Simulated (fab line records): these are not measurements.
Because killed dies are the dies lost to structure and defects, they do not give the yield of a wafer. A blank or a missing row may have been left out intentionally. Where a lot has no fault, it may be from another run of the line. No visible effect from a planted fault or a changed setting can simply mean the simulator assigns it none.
Which tool is to blame? || flow rit_cmos || 13 lots with 39 wafers sampled at 4 steps, on a route of 202 steps

== WHAT EACH GAUGE READ, for each wafer ==
RIT_ACTIVE_CD_MEAS_90: target cd 1400 nm. Usual: 1399.8 nm for cd_nm, sd 2.5.
{"lot": "L601", "measured": "day 1 15:11", "on": "cd_sem-01", "cd_nm (nm)": "1399.8 1397.5 1398.7", "flag": ""}
{"lot": "L602", "measured": "day 1 20:40", "on": "cd_sem-02", "cd_nm (nm)": "1401.2 1400.2 1400.9", "flag": ""}
{"lot": "L603", "measured": "day 2 01:10", "on": "cd_sem-02", "cd_nm (nm)": "1399.5 1397.7 1397.6", "flag": ""}
{"lot": "L606", "measured": "day 2 16:29", "on": "cd_sem-02", "cd_nm (nm)": "1404.5 1404.9 1402.6", "flag": ""}
{"lot": "L607", "measured": "day 2 21:02", "on": "cd_sem-02", "cd_nm (nm)": "1403.8 1400.2 1400.9", "flag": ""}
{"lot": "L608", "measured": "day 3 02:11", "on": "cd_sem-02", "cd_nm (nm)": "1402.3 1400.0 1400.9", "flag": ""}
{"lot": "L611", "measured": "day 3 17:10", "on": "cd_sem-01", "cd_nm (nm)": "1401.2 1399.5 1402.0", "flag": ""}
{"lot": "L617", "measured": "day 4 23:01", "on": "cd_sem-01", "cd_nm (nm)": "1403.1 1401.1 1401.7", "flag": ""}
{"lot": "L618", "measured": "day 5 04:01", "on": "cd_sem-02", "cd_nm (nm)": "1397.7 1400.0 1399.6", "flag": ""}
{"lot": "L620", "measured": "day 5 14:51", "on": "cd_sem-02", "cd_nm (nm)": "1402.6 1401.6 1400.1", "flag": ""}
{"lot": "L621", "measured": "day 5 19:02", "on": "cd_sem-02", "cd_nm (nm)": "1396.7 1400.1 1399.1", "flag": ""}
{"lot": "L622", "measured": "day 6 00:01", "on": "cd_sem-02", "cd_nm (nm)": "1401.0 1398.7 1396.7", "flag": ""}
{"lot": "L624", "measured": "day 6 10:02", "on": "cd_sem-01", "cd_nm (nm)": "1395.6 1397.5 1397.2", "flag": ""}

RIT_PLDD_TW_MEAS_10. Usual: PLDD_TW gives 2334 (standard deviation 37).
{"lot": "L601", "measured": "day 2 20:47", "on": "film_metro-04", "PLDD_TW": "2355 2362 2363", "flag": ""}
{"lot": "L602", "measured": "day 3 01:58", "on": "film_metro-04", "PLDD_TW": "2353 2350 2357", "flag": ""}
{"lot": "L603", "measured": "day 3 06:11", "on": "film_metro-04", "PLDD_TW": "2354 2364 2350", "flag": ""}
{"lot": "L606", "measured": "day 3 21:43", "on": "film_metro-01", "PLDD_TW": "2276 2284 2279", "flag": ""}
{"lot": "L607", "measured": "day 4 02:07", "on": "film_metro-04", "PLDD_TW": "2347 2354 2361", "flag": ""}
{"lot": "L608", "measured": "day 4 05:55", "on": "film_metro-01", "PLDD_TW": "2270 2281 2276", "flag": ""}
{"lot": "L611", "measured": "day 4 21:25", "on": "film_metro-02", "PLDD_TW": "30 30 30", "flag": "OFF"}
{"lot": "L617", "measured": "day 6 02:35", "on": "film_metro-02", "PLDD_TW": "2373 2359 2388", "flag": ""}
{"lot": "L618", "measured": "day 6 08:34", "on": "film_metro-01", "PLDD_TW": "2293 2291 2300", "flag": ""}
{"lot": "L620", "measured": "day 6 19:01", "on": "film_metro-04", "PLDD_TW": "2368 2356 2359", "flag": ""}
{"lot": "L621", "measured": "day 6 23:31", "on": "film_metro-01", "PLDD_TW": "2289 2294 2295", "flag": ""}
{"lot": "L622", "measured": "day 7 04:58", "on": "film_metro-01", "PLDD_TW": "2278 2285 2282", "flag": ""}
{"lot": "L624", "measured": "day 7 16:20", "on": "film_metro-04", "PLDD_TW": "2348 2348 2348", "flag": ""}

== WHAT TOOL EACH LOT RAN ON (gives the tool, then ch and the chambers of the sampled wafers, and finally the start) ==
{"lot": "L601", "RIT_PWELL_STRIP_09": "plasma_asher-01 ch 0,1, day 1 22:52", "RIT_NLDD_STRIP_09": "plasma_asher-01 ch 0,1, day 2 19:03"}
{"lot": "L602", "RIT_PWELL_STRIP_09": "plasma_asher-01 ch 0,1, day 2 05:25", "RIT_NLDD_STRIP_09": "plasma_asher-02 ch 0,1, day 3 00:12"}
{"lot": "L603", "RIT_PWELL_STRIP_09": "plasma_asher-03 ch 0,1, day 2 09:16", "RIT_NLDD_STRIP_09": "plasma_asher-02 ch 0,1, day 3 04:35"}
{"lot": "L606", "RIT_PWELL_STRIP_09": "plasma_asher-01 ch 0,1, day 3 00:25", "RIT_NLDD_STRIP_09": "plasma_asher-01 ch 0,1, day 3 20:07"}
{"lot": "L607", "RIT_PWELL_STRIP_09": "plasma_asher-01 ch 0,1, day 3 05:34", "RIT_NLDD_STRIP_09": "plasma_asher-01 ch 0,1, day 4 00:23"}
{"lot": "L608", "RIT_PWELL_STRIP_09": "plasma_asher-01 ch 0,1, day 3 09:46", "RIT_NLDD_STRIP_09": "plasma_asher-01 ch 0,1, day 4 04:14"}
{"lot": "L611", "RIT_PWELL_STRIP_09": "plasma_asher-02 ch 0,1, day 4 00:20", "RIT_NLDD_STRIP_09": "plasma_asher-02 ch 0,1, day 4 19:41"}
{"lot": "L617", "RIT_PWELL_STRIP_09": "plasma_asher-01 ch 1, day 5 06:27", "RIT_NLDD_STRIP_09": "plasma_asher-03 ch 0,1, day 6 00:46"}
{"lot": "L618", "RIT_PWELL_STRIP_09": "plasma_asher-02 ch 1, day 5 11:10", "RIT_NLDD_STRIP_09": "plasma_asher-03 ch 1, day 6 06:50"}
{"lot": "L620", "RIT_PWELL_STRIP_09": "plasma_asher-01 ch 0,1, day 5 22:20", "RIT_NLDD_STRIP_09": "plasma_asher-01 ch 0,1, day 6 17:26"}
{"lot": "L621", "RIT_PWELL_STRIP_09": "plasma_asher-01 ch 0,1, day 6 03:26", "RIT_NLDD_STRIP_09": "plasma_asher-02 ch 0,1, day 6 21:55"}
{"lot": "L622", "RIT_PWELL_STRIP_09": "plasma_asher-01 ch 0,1, day 6 07:58", "RIT_NLDD_STRIP_09": "plasma_asher-02 ch 0,1, day 7 03:14"}
{"lot": "L624", "RIT_PWELL_STRIP_09": "plasma_asher-02 ch 0, day 6 18:49", "RIT_NLDD_STRIP_09": "plasma_asher-01 ch 1, day 7 14:23"}
- RIT_PWELL_STRIP_09: strips in O2, time 180 s.
- RIT_NLDD_STRIP_09: strips in O2, time 180 s.

== WHAT THE TOOLS THEMSELVES READ (means of the sampled wafers that have a number; where no wafer has one, the mark that the record gives instead) ==
RIT_PWELL_STRIP_09. Usual: drypump_motor_current_A 5.6 A, standard deviation 0.53; run_length_s 208.4 s, standard deviation 0.41.
{"lot": "L601", "tool": "plasma_asher-01", "drypump_motor_current_A (A)": 5.6, "run_length_s (s)": 208.8, "flag": ""}
{"lot": "L602", "tool": "plasma_asher-01", "drypump_motor_current_A (A)": 5.9, "run_length_s (s)": 208.3, "flag": ""}
{"lot": "L603", "tool": "plasma_asher-03", "drypump_motor_current_A (A)": 5.5, "run_length_s (s)": 208.7, "flag": ""}
{"lot": "L606", "tool": "plasma_asher-01", "drypump_motor_current_A (A)": 5.7, "run_length_s (s)": 208.6, "flag": ""}
{"lot": "L607", "tool": "plasma_asher-01", "drypump_motor_current_A (A)": 5.9, "run_length_s (s)": 208.6, "flag": ""}
{"lot": "L608", "tool": "plasma_asher-01", "drypump_motor_current_A (A)": 5.7, "run_length_s (s)": 208.6, "flag": ""}
{"lot": "L611", "tool": "plasma_asher-02", "drypump_motor_current_A (A)": 5.7, "run_length_s (s)": 208.0, "flag": ""}
{"lot": "L617", "tool": "plasma_asher-01", "drypump_motor_current_A (A)": 6.1, "run_length_s (s)": 207.9, "flag": ""}
{"lot": "L618", "tool": "plasma_asher-02", "drypump_motor_current_A (A)": 4.9, "run_length_s (s)": 208.6, "flag": ""}
{"lot": "L620", "tool": "plasma_asher-01", "drypump_motor_current_A (A)": 5.6, "run_length_s (s)": 208.7, "flag": ""}
{"lot": "L621", "tool": "plasma_asher-01", "drypump_motor_current_A (A)": 5.6, "run_length_s (s)": 208.8, "flag": ""}
{"lot": "L622", "tool": "plasma_asher-01", "drypump_motor_current_A (A)": 5.9, "run_length_s (s)": 208.5, "flag": ""}
{"lot": "L624", "tool": "plasma_asher-02", "drypump_motor_current_A (A)": 6.1, "run_length_s (s)": 207.8, "flag": ""}

RIT_NLDD_STRIP_09. Usual: drypump_motor_current_A 5.6 A, standard deviation 0.5; run_length_s 208.4 s, standard deviation 0.37.
{"lot": "L601", "tool": "plasma_asher-01", "drypump_motor_current_A (A)": 5.6, "run_length_s (s)": 208.5, "flag": ""}
{"lot": "L602", "tool": "plasma_asher-02", "drypump_motor_current_A (A)": 5.3, "run_length_s (s)": 208.2, "flag": ""}
{"lot": "L603", "tool": "plasma_asher-02", "drypump_motor_current_A (A)": 5.7, "run_length_s (s)": 208.4, "flag": ""}
{"lot": "L606", "tool": "plasma_asher-01", "drypump_motor_current_A (A)": 5.9, "run_length_s (s)": 208.3, "flag": ""}
{"lot": "L607", "tool": "plasma_asher-01", "drypump_motor_current_A (A)": 5.9, "run_length_s (s)": 208.4, "flag": ""}
{"lot": "L608", "tool": "plasma_asher-01", "drypump_motor_current_A (A)": 5.6, "run_length_s (s)": 208.7, "flag": ""}
{"lot": "L611", "tool": "plasma_asher-02", "drypump_motor_current_A (A)": 5.7, "run_length_s (s)": 72.3, "flag": "OFF"}
{"lot": "L617", "tool": "plasma_asher-03", "drypump_motor_current_A (A)": 5.5, "run_length_s (s)": 208.6, "flag": ""}
{"lot": "L618", "tool": "plasma_asher-03", "drypump_motor_current_A (A)": 4.8, "run_length_s (s)": 208.6, "flag": ""}
{"lot": "L620", "tool": "plasma_asher-01", "drypump_motor_current_A (A)": 5.6, "run_length_s (s)": 208.6, "flag": ""}
{"lot": "L621", "tool": "plasma_asher-02", "drypump_motor_current_A (A)": 5.3, "run_length_s (s)": 208.1, "flag": ""}
{"lot": "L622", "tool": "plasma_asher-02", "drypump_motor_current_A (A)": 5.7, "run_length_s (s)": 208.1, "flag": ""}
{"lot": "L624", "tool": "plasma_asher-01", "drypump_motor_current_A (A)": 6.2, "run_length_s (s)": 208.3, "flag": ""}

== THE ANSWER, worked out from the rows above alone ==
Rule: lot off if the mean of its wafers having a number is beyond 3 standard deviations from the usual mean. A lot without any number at a reading at which 4 lots or more have one is off too. Where the step has rows for the other lots, those lots are counted as sound. First the gauges in route order, then the tools' own readings, where a lot's mean is used as printed above. At the first step where some lot is off, the reading lying furthest off is the one used; lots without a number count as furthest.
Off: at RIT_PLDD_TW_MEAS_10 (PLDD_TW), L611.
A tool fits if, at a process step before that reading, it ran every lot that is off, and no sound lot after the first of them. The gauges at RIT_PLDD_TW_MEAS_10 aren't tried: what is off there is off at RIT_NLDD_STRIP_09 too, on other tools, and a gauge's error can't cause that. Not one of the candidates tried fits.

== WHAT HAD BEEN PUT IN BY THE SIMULATOR ==
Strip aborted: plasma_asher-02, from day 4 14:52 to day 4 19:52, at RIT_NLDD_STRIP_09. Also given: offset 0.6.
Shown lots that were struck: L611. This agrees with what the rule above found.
